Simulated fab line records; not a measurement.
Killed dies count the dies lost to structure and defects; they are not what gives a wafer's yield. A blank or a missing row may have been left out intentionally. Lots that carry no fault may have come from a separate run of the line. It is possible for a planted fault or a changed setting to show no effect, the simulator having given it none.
One fault seen from 2 desks || flow berkeley_cmos170 || what lay behind the numbers comes last; until then each desk has only its own

== METROLOGY DESK ==
What the gauges read, lot by lot, whatever tool the lot ran on: means of the sampled wafers that have a number. Any lot whose mean is over 4 standard deviations away from the usual mean is out of limits and marked OUT; that distance is given in the brackets.
Columns: A = cd_nm at UCB170_V1_CD_MEAS_90, usual 699.8 nm; B = M3_BOW at UCB170_M3_BOW_MEAS_20, usual 35 um
{"lot": "L797", "first seen here": "day 7 17:55", "A": 700.9, "B": 40}
{"lot": "L795", "first seen here": "day 7 18:00", "A": 703.3, "B": 30}
{"lot": "L796", "first seen here": "day 7 18:07", "A": 699.7, "B": 43}
{"lot": "L798", "first seen here": "day 8 14:20", "A": 703.1, "B": 36}
{"lot": "L799", "first seen here": "day 8 14:35", "A": 701.3, "B": 30}
{"lot": "L800", "first seen here": "day 8 14:52", "A": 698.9, "B": 24}
{"lot": "L803", "first seen here": "day 9 13:41", "A": 699.7, "B": 37}
{"lot": "L808", "first seen here": "day 10 16:13", "A": 700.9, "B": 41}
{"lot": "L811", "first seen here": "day 11 06:26", "A": 702.1, "B": 23}
{"lot": "L810", "first seen here": "day 11 06:41", "A": 699.9, "B": 31}
{"lot": "L813", "first seen here": "day 11 19:31", "A": 697.4, "B": 34}
{"lot": "L814", "first seen here": "day 12 02:49", "A": 700.8, "B": 35}
{"lot": "L816", "first seen here": "day 12 02:57", "A": 701.2, "B": 39}
{"lot": "L815", "first seen here": "day 12 03:07", "A": 697.3, "B": 39}
Result from this desk: across the 14 lots, nothing is out of limits.

== FOR THE TOOL OWNER'S DESK: rie_diel-02 ==
The tool's own readings at UCB170_V1_ETCH_14 (etches SiO2 in CHF3/CF4/Ar, stops on Al, target depth 1250 nm, time 291 s): means of the sampled wafers that have a number, for each lot that ran on this tool. Any lot whose mean is over 4 standard deviations away from the usual mean is out of limits and marked OUT; that distance is given in the brackets.
Columns: A = CHF3_flow_sccm at UCB170_V1_ETCH_14, usual 44.99 sccm; B = drypump_motor_current_A at UCB170_V1_ETCH_14, usual 5.6 A; C = oes_product_au at UCB170_V1_ETCH_14, usual 0.867 a.u.; D = rf_fwd_power_W at UCB170_V1_ETCH_14, usual 698.1 W; E = throttle_valve_pct at UCB170_V1_ETCH_14, usual 7.02 %
{"lot": "L797", "first seen here": "day 7 17:37", "A": 45.16, "B": 5.9, "C": 0.869, "D": 698.7, "E": 7.08}
{"lot": "L798", "first seen here": "day 8 14:04", "A": 45.05, "B": 5.8, "C": 0.876, "D": "792.4 (+47) OUT", "E": 6.94}
{"lot": "L799", "first seen here": "day 8 14:18", "A": 45.23, "B": 5.8, "C": 0.863, "D": "791.6 (+47) OUT", "E": 6.99}
{"lot": "L813", "first seen here": "day 11 19:14", "A": 44.98, "B": 6.0, "C": 0.861, "D": 695.5, "E": 6.92}
{"lot": "L816", "first seen here": "day 12 02:40", "A": 45.07, "B": 5.9, "C": 0.872, "D": 697.8, "E": 6.98}
This desk's verdict: out of limits on L798, L799, starting with L798 at day 8 14:04 (rf_fwd_power_W at UCB170_V1_ETCH_14). Within limits: L797, L813, L816.

== ALL TOGETHER ==
At day 8 14:04, on L798, L799, the tool owner's desk was in a position to raise an alarm.
The metrology desk saw nothing out of limits.
The metrology desk holds a record of L798, L799, inside its limits.
On rie_diel-02, each named lot ran UCB170_V1_ETCH_14.

== WHAT HAD BEEN PUT IN BY THE SIMULATOR ==
rie_diel-02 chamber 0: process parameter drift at UCB170_V1_ETCH_14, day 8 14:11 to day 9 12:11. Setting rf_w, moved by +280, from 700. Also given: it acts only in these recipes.
Lots struck among those shown: L798, L799.
